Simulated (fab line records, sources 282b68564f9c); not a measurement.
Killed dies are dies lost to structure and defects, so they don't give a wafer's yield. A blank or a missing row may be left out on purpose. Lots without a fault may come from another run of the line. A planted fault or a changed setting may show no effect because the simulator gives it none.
A struck lot beside a sound one | flow rit_cmos | 15 steps out of a route of 202
Sound: wafers L996.1, L996.2, L996.3. Struck: wafers L102.2, L102.3, L102.4. The cause comes at the end.
At each step with rows: each side's tool, then ch and its chambers, then its first start. Under that, the readings that differ: sound wafers | struck wafers | difference of the means | sigmas: that difference in standard deviations of wafers without a fault.
alike: readings whose means differ by less than 2 such deviations, and words and numbers that are the same on both sides. not compared: withheld readings, readings that some wafer has no value for, bounds like >300 that may hide the same value, and numbers for which the record gives no deviation and whose values overlap.
The two part at a step that has a row with sigmas, a row that says differs or no value, or rows on one side only. Numbers that don't overlap but have no deviation are shown without sigmas and don't part them. A reading that every wafer of one side lacks parts them only if that side has two wafers or more.

first, 3 steps without rows for these wafers: RIT_SDANNEAL_CLEAN_00 (cleans in SC1, time 600 s); RIT_SDANNEAL_CLEAN_01 (cleans in dHF, time 30 s); RIT_SDANNEAL_CLEAN_02 (cleans in SC2, time 600 s).
RIT_SDANNEAL_RTA_03: time 5 s.
  sound on rtp_anneal-02 ch 0, day 3 19:16; struck on rtp_anneal-01 ch 0, day 5 07:20
  alike: wafer_temp_C_max
RIT_SDANNEAL_RS_MEAS_04: measures by four-point-probe.
  sound on film_metro-04, day 3 19:19; struck on film_metro-01, day 5 07:23
  reading         | sound             | struck            | difference | sigmas
  PSD_RS (ohm/sq) | 116.2 115.9 115.8 | 117.1 116.7 117.1 | +1.0       | +3
RIT_SDANNEAL_RS_MEAS_05: measures by four-point-probe.
  sound on film_metro-04, day 3 19:26; struck on film_metro-01, day 5 07:31
  reading         | sound             | struck            | difference | sigmas
  NSD_RS (ohm/sq) | 84.09 84.38 83.94 | 84.86 84.70 84.72 | +0.62      | +2
RIT_SDANNEAL_RS_MEAS_06: measures by four-point-probe.
  sound on film_metro-04, day 3 19:34; struck on film_metro-01, day 5 07:38
  reading          | sound             | struck            | difference | sigmas
  PLDD_RS (ohm/sq) | 178.3 178.4 177.6 | 179.4 179.4 179.7 | +1.4       | +3
RIT_SDANNEAL_RS_MEAS_07: measures by four-point-probe.
  sound on film_metro-04, day 3 19:41; struck on film_metro-01, day 5 07:45
  reading          | sound             | struck            | difference | sigmas
  NLDD_RS (ohm/sq) | 150.6 151.0 150.6 | 152.9 152.8 152.5 | +2.0       | +3
then, 1 step without rows for these wafers: RIT_SILICIDE_WET_ETCH_00 (etches SiO2 in BOE, target depth 14 nm, time 15 s).
RIT_SILICIDE_SPUTTER_01: material Ti, target thk 30 nm, time 240 s.
  sound on pvd_sputter-03, day 3 19:49; struck on pvd_sputter-03, day 5 07:52
  alike: throttle_valve_pct
RIT_SILICIDE_RS_MEAS_02: measures by four-point-probe.
  sound on film_metro-02, day 3 19:58; struck on film_metro-01, day 5 08:10
  alike: SILICIDE_TI_RS
RIT_SILICIDE_THK_MEAS_03: measures by xrf.
  sound on film_metro-02, day 3 20:05; struck on film_metro-01, day 5 08:17
  alike: SILICIDE_TI_THK
RIT_SILICIDE_RTA_04: time 10 s, ramp up 5 s, ramp down 5 s.
  sound on rtp_anneal-01 ch 0, day 3 20:08; struck on rtp_anneal-01 ch 0, day 5 08:37
  alike: wafer_temp_C_max
then, 1 step without rows for these wafers: RIT_SILICIDE_WET_ETCH_05 (etches Ti in SPM, time 120 s).
RIT_M1_PROBE_99:
  sound on prober-01, day 4 02:44; struck on prober-01, day 5 16:19
  alike: killed_at_contacts, killed_at_front_end, killed_dies, killed_open, killed_short

WHERE THEY PART
First at RIT_SDANNEAL_RS_MEAS_04; last, within this record, at RIT_SDANNEAL_RS_MEAS_07. Later steps at which nothing parts them and some readings are alike: RIT_SILICIDE_SPUTTER_01, RIT_SILICIDE_RS_MEAS_02, RIT_SILICIDE_THK_MEAS_03, RIT_SILICIDE_RTA_04, RIT_M1_PROBE_99.

WHY: what the simulator had put in
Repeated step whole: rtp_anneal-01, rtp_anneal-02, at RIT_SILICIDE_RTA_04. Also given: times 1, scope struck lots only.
